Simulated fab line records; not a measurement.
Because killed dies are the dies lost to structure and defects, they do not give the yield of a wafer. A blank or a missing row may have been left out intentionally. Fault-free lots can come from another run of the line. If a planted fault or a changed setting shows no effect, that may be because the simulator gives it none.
One fault through the eyes of 2 desks + flow rit_cmos + numbers are kept per desk, each desk with only its own; the story behind them comes last

== DESK OF THE TOOL OWNER: rie_metal-01 ==
The tool's own readings at RIT_M1_METAL_ETCH_12 (etches Al in Cl2/BCl3, stops on SiO2, time 165 s, target depth 600 nm): means of the sampled wafers that have a number, for each lot that ran on this tool. A lot is out of limits, marked OUT, if its mean lies more than 4 standard deviations from the usual mean; the brackets give that distance.
Columns: A = drypump_motor_current_A at RIT_M1_METAL_ETCH_12, usual 5.97 A; B = oes_product_au at RIT_M1_METAL_ETCH_12, usual 0.776 a.u.; C = rf_fwd_power_W at RIT_M1_METAL_ETCH_12, usual 249.2 W; D = run_length_s at RIT_M1_METAL_ETCH_12, usual 193.45 s; E = throttle_valve_pct at RIT_M1_METAL_ETCH_12, usual 8.26 %
| lot  | first seen here | A    | B     | C     | D                | E    |
|------|-----------------|------|-------|-------|------------------|------|
| L528 | day 3 20:43     | 5.72 | 0.775 | 249.4 | 193.68           | 8.33 |
| L531 | day 4 08:39     | 5.53 | 0.775 | 249.2 | 193.82           | 8.38 |
| L534 | day 4 23:47     | 5.87 | 0.763 | 249.1 | 193.29           | 8.30 |
| L537 | day 5 14:36     | 5.88 | 0.765 | 248.7 | 193.36           | 8.29 |
| L540 | day 6 03:56     | 5.72 | 0.748 | 249.4 | 200.65 (+27) OUT | 8.35 |
| L543 | day 6 20:16     | 5.72 | 0.757 | 249.3 | 200.76 (+27) OUT | 8.34 |
Finding of this desk: L540, L543 out of limits; the first was L540 at day 6 03:56, on run_length_s at RIT_M1_METAL_ETCH_12. L528, L531, L534, L537: within limits.

== AT THE METROLOGY DESK ==
Lot by lot, what the gauges showed, no matter which tool ran the lot: averages of those sampled wafers that carry a number. A lot is out of limits, marked OUT, if its mean lies more than 4 standard deviations from the usual mean; the brackets give that distance.
Columns: A = cd_nm at RIT_ACTIVE_CD_MEAS_90, usual 1400.2 nm; B = NLDD_RS at RIT_SDANNEAL_RS_MEAS_07, usual 151.5 ohm/sq; C = SILICIDE_TI_RS at RIT_SILICIDE_RS_MEAS_02, usual 47.8 ohm/sq
| lot  | first seen here | A      | B     | C    |
|------|-----------------|--------|-------|------|
| L526 | day 1 15:11     | 1398.9 | 151.5 | 46.7 |
| L528 | day 2 01:04     | 1405.1 | 151.8 | 47.9 |
| L530 | day 2 11:08     | 1401.9 | 151.7 | 48.3 |
| L531 | day 2 16:01     | 1400.8 | 151.4 | 47.5 |
| L534 | day 3 07:55     | 1401.4 | 151.4 | 48.1 |
| L536 | day 3 17:08     | 1399.9 | 150.8 | 47.7 |
| L537 | day 3 22:28     | 1400.9 | 151.1 | 48.0 |
| L540 | day 4 13:11     | 1400.1 | 152.4 | 48.5 |
| L541 | day 4 18:01     | 1396.3 | 151.0 | 48.2 |
| L542 | day 4 23:02     | 1400.0 | 152.0 | 47.5 |
| L543 | day 5 04:15     | 1403.3 | 151.8 | 47.5 |
| L546 | day 5 19:01     | 1399.2 | 150.8 | 48.0 |
| L547 | day 6 00:28     | 1400.5 | 150.7 | 47.6 |
| L549 | day 6 10:38     | 1400.0 | 151.4 | 47.5 |
This desk's finding: nothing out of limits on any of the 14 lots.

== TAKEN TOGETHER ==
The tool owner's desk could have raised an alarm at day 6 03:56, on L540, L543.
Nothing out of limits was seen by the metrology desk.
The metrology desk has L540, L543 on record, within its limits.
Of the lots named, all ran RIT_M1_METAL_ETCH_12 on rie_metal-01.

== WHAT HAD BEEN PUT IN BY THE SIMULATOR ==
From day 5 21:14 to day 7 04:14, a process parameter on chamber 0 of rie_metal-01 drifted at RIT_M1_METAL_ETCH_12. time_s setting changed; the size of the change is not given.
Shown lots that were struck: L540, L543.
How many hours passed from the start of the fault until each desk's first out-of-limits reading: the tool owner's desk, 7.
